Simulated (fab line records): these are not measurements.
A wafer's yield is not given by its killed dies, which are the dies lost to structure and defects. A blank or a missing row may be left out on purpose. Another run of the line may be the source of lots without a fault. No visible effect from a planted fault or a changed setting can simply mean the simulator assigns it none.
2 desks, one fault ; flow berkeleyCmos170 ; numbers are kept per desk, each desk with only its own; the story behind them comes last

== DESK OF THE TOOL OWNER: rieDiel-04 ==
The tool's own readings at UCB170_SPACER_ETCHBACK_03 (etches SiO2 in CHF3/CF4/Ar, stops on Si, target depth 376 nm, time 100 s): means of the sampled wafers that have a number, for each lot that ran on this tool. A lot is out of limits, marked OUT, if its mean lies more than 4 standard deviations from the usual mean; the brackets give that distance.
Columns: A = CHF3_flow_sccm at UCB170_SPACER_ETCHBACK_03, usual 49.98 sccm; B = drypumpMotorCurrentA at UCB170_SPACER_ETCHBACK_03, usual 5.6 A; C = oesProductAu at UCB170_SPACER_ETCHBACK_03, usual 0.905 a.u.; D = throttleValvePct at UCB170_SPACER_ETCHBACK_03, usual 6.43 %
lot;first seen here;A;B;C;D
L393;day 8 03:19;49.98;5.9;0.900;6.47
L399;day 9 11:55;49.68;6.1;0.815 (-5.6) OUT;6.43
L400;day 9 21:04;49.98;5.9;0.834 (-4.5) OUT;6.42
This desk's finding: out of limits on L399, L400; first on L399, day 9 11:55 (oesProductAu at UCB170_SPACER_ETCHBACK_03). Within limits: L393.

== THE METROLOGY DESK ==
Lot by lot, what the gauges showed, no matter which tool ran the lot: averages of those sampled wafers that carry a number. A lot is out of limits, marked OUT, if its mean lies more than 4 standard deviations from the usual mean; the brackets give that distance.
Columns: A = cdNm at UCB170_NLDD_CD_MEAS_06, usual 1199.7 nm; B = NLDD_OVL at UCB170_NLDD_OVL_MEAS_07, usual 0 nm; C = NLDD_TW at UCB170_NLDD_TW_MEAS_11, usual 2229; D = SPACER_TEOS_THK at UCB170_SPACER_THK_MEAS_01, usual 377 nm
lot;first seen here;A;B;C;D
L388;day 7 10:22;1198.4;3;2261;372
L393;day 7 23:35;1198.0;7;2264;374
L399;day 9 01:47;1198.7;5;2255;378
L400;day 9 14:43;1199.9;3;2185;370
L403;day 9 15:47;1198.2;1;2249;377
L408;day 11 01:11;1201.0;8;2235;377
Finding of this desk: none of the 6 lots has anything out of limits.

== PUT TOGETHER ==
At day 9 11:55, on L399, L400, the tool owner's desk was in a position to raise an alarm.
The metrology desk saw nothing out of limits.
The metrology desk holds a record of L399, L400, inside its limits.
All the named lots went through UCB170_SPACER_ETCHBACK_03 on rieDiel-04.

== WHAT THE SIMULATOR HAD INSERTED ==
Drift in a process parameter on rieDiel-04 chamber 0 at UCB170_SPACER_ETCHBACK_03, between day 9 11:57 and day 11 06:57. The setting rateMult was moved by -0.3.
Struck lots among those shown: L399, L400.
